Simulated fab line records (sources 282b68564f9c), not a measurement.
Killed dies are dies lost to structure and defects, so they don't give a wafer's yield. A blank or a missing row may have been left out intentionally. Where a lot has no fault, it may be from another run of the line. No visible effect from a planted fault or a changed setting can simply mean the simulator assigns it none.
Which of the tools did it? || flow rit_cmos || 14 lots with 42 wafers sampled at 4 steps, on a route of 202 steps

WHAT EACH GAUGE READ, for each wafer
RIT_NWELL_TW_MEAS_10.
{"lot": "L322", "measured": "day 2 02:01", "on": "film_metro-02", "NWELL_TW": "2146 2165 2154"}
{"lot": "L323", "measured": "day 2 07:46", "on": "film_metro-04", "NWELL_TW": "2123 2124 2109"}
{"lot": "L324", "measured": "day 2 13:31", "on": "film_metro-02", "NWELL_TW": "2134 2148 2154"}
{"lot": "L325", "measured": "day 2 17:35", "on": "film_metro-04", "NWELL_TW": "2118 2114 2111"}
{"lot": "L326", "measured": "day 2 21:50", "on": "film_metro-01", "NWELL_TW": "2120 2117 2117"}
{"lot": "L327", "measured": "day 3 02:53", "on": "film_metro-02", "NWELL_TW": "2133 2137 2144"}
{"lot": "L331", "measured": "day 3 22:58", "on": "film_metro-04", "NWELL_TW": "2151 2144 2132"}
{"lot": "L332", "measured": "day 4 04:10", "on": "film_metro-04", "NWELL_TW": "2126 2131 2130"}
{"lot": "L333", "measured": "day 4 10:05", "on": "film_metro-02", "NWELL_TW": "2133 2137 2143"}
{"lot": "L334", "measured": "day 4 14:40", "on": "film_metro-02", "NWELL_TW": "2128 2146 2144"}
{"lot": "L340", "measured": "day 5 21:17", "on": "film_metro-04", "NWELL_TW": "2121 2115 2117"}
{"lot": "L341", "measured": "day 6 02:28", "on": "film_metro-02", "NWELL_TW": "2151 2150 2153"}
{"lot": "L342", "measured": "day 6 07:37", "on": "film_metro-04", "NWELL_TW": "2136 2134 2131"}
{"lot": "L344", "measured": "day 6 19:40", "on": "film_metro-04", "NWELL_TW": "2137 2153 2144"}

RIT_M1_CD_MEAS_09: target cd 2600 nm.
{"lot": "L322", "measured": "day 3 10:49", "on": "cd_sem-02", "cd_nm (nm)": "2599.8 2600.4 2603.3"}
{"lot": "L323", "measured": "day 3 17:38", "on": "cd_sem-02", "cd_nm (nm)": "2596.4 2598.3 2596.5"}
{"lot": "L324", "measured": "day 3 22:53", "on": "cd_sem-02", "cd_nm (nm)": "2602.1 2598.9 2601.8"}
{"lot": "L325", "measured": "day 4 05:58", "on": "cd_sem-01", "cd_nm (nm)": "2600.9 2602.1 2600.2"}
{"lot": "L326", "measured": "day 4 08:34", "on": "cd_sem-01", "cd_nm (nm)": "2600.5 2596.6 2599.1"}
{"lot": "L327", "measured": "day 4 11:17", "on": "cd_sem-02", "cd_nm (nm)": "2600.6 2598.6 2598.4"}
{"lot": "L333", "measured": "day 5 21:19", "on": "cd_sem-02", "cd_nm (nm)": "2599.6 2598.4 2598.0"}
{"lot": "L334", "measured": "day 6 02:14", "on": "cd_sem-02", "cd_nm (nm)": "2599.1 2598.4 2599.4"}
{"lot": "L340", "measured": "day 7 12:26", "on": "cd_sem-02", "cd_nm (nm)": "2603.8 2604.4 2603.8"}
{"lot": "L341", "measured": "day 7 15:16", "on": "cd_sem-02", "cd_nm (nm)": "2597.0 2597.3 2598.1"}
{"lot": "L342", "measured": "day 8 00:21", "on": "cd_sem-02", "cd_nm (nm)": "2598.6 2600.9 2600.1"}
{"lot": "L344", "measured": "day 8 13:39", "on": "cd_sem-01", "cd_nm (nm)": "2597.7 2597.4 2596.8"}

TOOL THAT RAN EACH LOT (tool first, then ch and the chambers of the sampled wafers, then the start)
{"lot": "L322", "RIT_PSD_STRIP_09": "plasma_asher-01 ch 0,1, day 3 05:29", "RIT_SILICIDE_RTA_04": "rtp_anneal-02 ch 0, day 3 07:00"}
{"lot": "L323", "RIT_PSD_STRIP_09": "plasma_asher-01 ch 0,1, day 3 12:10", "RIT_SILICIDE_RTA_04": "rtp_anneal-01 ch 0, day 3 13:44"}
{"lot": "L324", "RIT_PSD_STRIP_09": "plasma_asher-01 ch 0,1, day 3 17:26", "RIT_SILICIDE_RTA_04": "rtp_anneal-02 ch 0, day 3 18:58"}
{"lot": "L325", "RIT_PSD_STRIP_09": "plasma_asher-03 ch 0,1, day 4 00:20", "RIT_SILICIDE_RTA_04": "rtp_anneal-01 ch 0, day 4 02:00"}
{"lot": "L326", "RIT_PSD_STRIP_09": "plasma_asher-03 ch 0,1, day 4 02:44", "RIT_SILICIDE_RTA_04": "rtp_anneal-02 ch 0, day 4 04:21"}
{"lot": "L327", "RIT_PSD_STRIP_09": "plasma_asher-04 ch 0,1, day 4 05:48", "RIT_SILICIDE_RTA_04": "rtp_anneal-01 ch 0, day 4 07:19"}
{"lot": "L331", "RIT_PSD_STRIP_09": "plasma_asher-03 ch 0,1, day 5 03:05", "RIT_SILICIDE_RTA_04": "rtp_anneal-01, day 5 04:32"}
{"lot": "L332", "RIT_PSD_STRIP_09": "plasma_asher-03 ch 0,1, day 5 09:37", "RIT_SILICIDE_RTA_04": "rtp_anneal-02, day 5 11:05"}
{"lot": "L333", "RIT_PSD_STRIP_09": "plasma_asher-04 ch 0,1, day 5 15:55", "RIT_SILICIDE_RTA_04": "rtp_anneal-01 ch 0, day 5 17:22"}
{"lot": "L334", "RIT_PSD_STRIP_09": "plasma_asher-03 ch 0,1, day 5 20:31", "RIT_SILICIDE_RTA_04": "rtp_anneal-02 ch 0, day 5 22:02"}
{"lot": "L340", "RIT_PSD_STRIP_09": "plasma_asher-01 ch 0,1, day 7 06:28", "RIT_SILICIDE_RTA_04": "rtp_anneal-02 ch 0, day 7 08:08"}
{"lot": "L341", "RIT_PSD_STRIP_09": "plasma_asher-01 ch 0,1, day 7 09:38", "RIT_SILICIDE_RTA_04": "rtp_anneal-01 ch 0, day 7 11:28"}
{"lot": "L342", "RIT_PSD_STRIP_09": "plasma_asher-04 ch 0,1, day 7 18:46", "RIT_SILICIDE_RTA_04": "rtp_anneal-02 ch 0, day 7 20:26"}
{"lot": "L344", "RIT_PSD_STRIP_09": "plasma_asher-03 ch 0,1, day 8 08:12", "RIT_SILICIDE_RTA_04": "rtp_anneal-02 ch 0, day 8 09:40"}
- RIT_PSD_STRIP_09: strips in O2, time 180 s.
- RIT_SILICIDE_RTA_04: time 10 s, ramp up 5 s, ramp down 5 s.

AS READ BY THE TOOLS THEMSELVES (means over the sampled wafers that have a number; for cases with no such wafer, the mark the record gives instead)
RIT_PSD_STRIP_09.
{"lot": "L322", "tool": "plasma_asher-01", "drypump_motor_current_A (A)": 5.2}
{"lot": "L323", "tool": "plasma_asher-01", "drypump_motor_current_A (A)": 5.2}
{"lot": "L324", "tool": "plasma_asher-01", "drypump_motor_current_A (A)": 5.2}
{"lot": "L325", "tool": "plasma_asher-03", "drypump_motor_current_A (A)": 6.0}
{"lot": "L326", "tool": "plasma_asher-03", "drypump_motor_current_A (A)": 6.2}
{"lot": "L327", "tool": "plasma_asher-04", "drypump_motor_current_A (A)": 6.1}
{"lot": "L331", "tool": "plasma_asher-03", "drypump_motor_current_A (A)": 6.0}
{"lot": "L332", "tool": "plasma_asher-03", "drypump_motor_current_A (A)": 6.2}
{"lot": "L333", "tool": "plasma_asher-04", "drypump_motor_current_A (A)": 6.0}
{"lot": "L334", "tool": "plasma_asher-03", "drypump_motor_current_A (A)": 6.3}
{"lot": "L340", "tool": "plasma_asher-01", "drypump_motor_current_A (A)": 5.2}
{"lot": "L341", "tool": "plasma_asher-01", "drypump_motor_current_A (A)": 5.2}
{"lot": "L342", "tool": "plasma_asher-04", "drypump_motor_current_A (A)": 5.8}
{"lot": "L344", "tool": "plasma_asher-03", "drypump_motor_current_A (A)": 6.3}

RIT_SILICIDE_RTA_04.
{"lot": "L322", "tool": "rtp_anneal-02", "anneal_temp_c_max": 652.3, "chamber_o2_ppm": 1.989, "wafer_temp_C_max": 652.5}
{"lot": "L323", "tool": "rtp_anneal-01", "anneal_temp_c_max": 651.5, "chamber_o2_ppm": 1.962, "wafer_temp_C_max": 652.4}
{"lot": "L324", "tool": "rtp_anneal-02", "anneal_temp_c_max": 653.0, "chamber_o2_ppm": 1.976, "wafer_temp_C_max": 652.2}
{"lot": "L325", "tool": "rtp_anneal-01", "anneal_temp_c_max": 652.0, "chamber_o2_ppm": 2.005, "wafer_temp_C_max": 652.4}
{"lot": "L326", "tool": "rtp_anneal-02", "anneal_temp_c_max": 653.4, "chamber_o2_ppm": 2.014, "wafer_temp_C_max": 652.4}
{"lot": "L327", "tool": "rtp_anneal-01", "anneal_temp_c_max": 651.5, "chamber_o2_ppm": 1.992, "wafer_temp_C_max": 652.3}
{"lot": "L331", "tool": "rtp_anneal-01", "anneal_temp_c_max": "-", "chamber_o2_ppm": "-", "wafer_temp_C_max": "-"}
{"lot": "L332", "tool": "rtp_anneal-02", "anneal_temp_c_max": "-", "chamber_o2_ppm": "-", "wafer_temp_C_max": "-"}
{"lot": "L333", "tool": "rtp_anneal-01", "anneal_temp_c_max": 652.1, "chamber_o2_ppm": 1.973, "wafer_temp_C_max": 651.7}
{"lot": "L334", "tool": "rtp_anneal-02", "anneal_temp_c_max": 652.6, "chamber_o2_ppm": 2.001, "wafer_temp_C_max": 652.6}
{"lot": "L340", "tool": "rtp_anneal-02", "anneal_temp_c_max": 652.5, "chamber_o2_ppm": 1.991, "wafer_temp_C_max": 653.3}
{"lot": "L341", "tool": "rtp_anneal-01", "anneal_temp_c_max": 651.8, "chamber_o2_ppm": 2.014, "wafer_temp_C_max": 651.5}
{"lot": "L342", "tool": "rtp_anneal-02", "anneal_temp_c_max": 653.1, "chamber_o2_ppm": 1.997, "wafer_temp_C_max": 652.4}
{"lot": "L344", "tool": "rtp_anneal-02", "anneal_temp_c_max": 652.8, "chamber_o2_ppm": 1.984, "wafer_temp_C_max": 652.6}

THE ANSWER, worked out from the rows above alone
Rule: the lots themselves supply what counts as usual. Put in order of their means at a reading, lots are off if they are a third of the lots or fewer, leave a main group of 4 or more, and stand apart from it by a gap of 3 or more times the standard deviation of the main group's means; of several such gaps the widest counts. If all means in a main group match to the digits the tables above print for the reading, that group is not used. Also off: a lot with no number at a reading for which 4 or more lots have one. All remaining lots with rows at the step are treated as sound. After the gauges, taken in route order, come the tools' own readings; for these a lot's mean is taken, as printed above. At the first step where some lot is off, the reading lying furthest off is the one used; lots without a number count as furthest.
Off: L331, L332, at RIT_SILICIDE_RTA_04 (anneal_temp_c_max). Without a number there: L331, L332. Main group: mean 652.4, sd 0.6.
A tool fits if, at that step or a process step before it, it ran every lot that is off, and no sound lot after the first of them. No candidate that was tried fits.

WHAT THE SIMULATOR HAD INSERTED
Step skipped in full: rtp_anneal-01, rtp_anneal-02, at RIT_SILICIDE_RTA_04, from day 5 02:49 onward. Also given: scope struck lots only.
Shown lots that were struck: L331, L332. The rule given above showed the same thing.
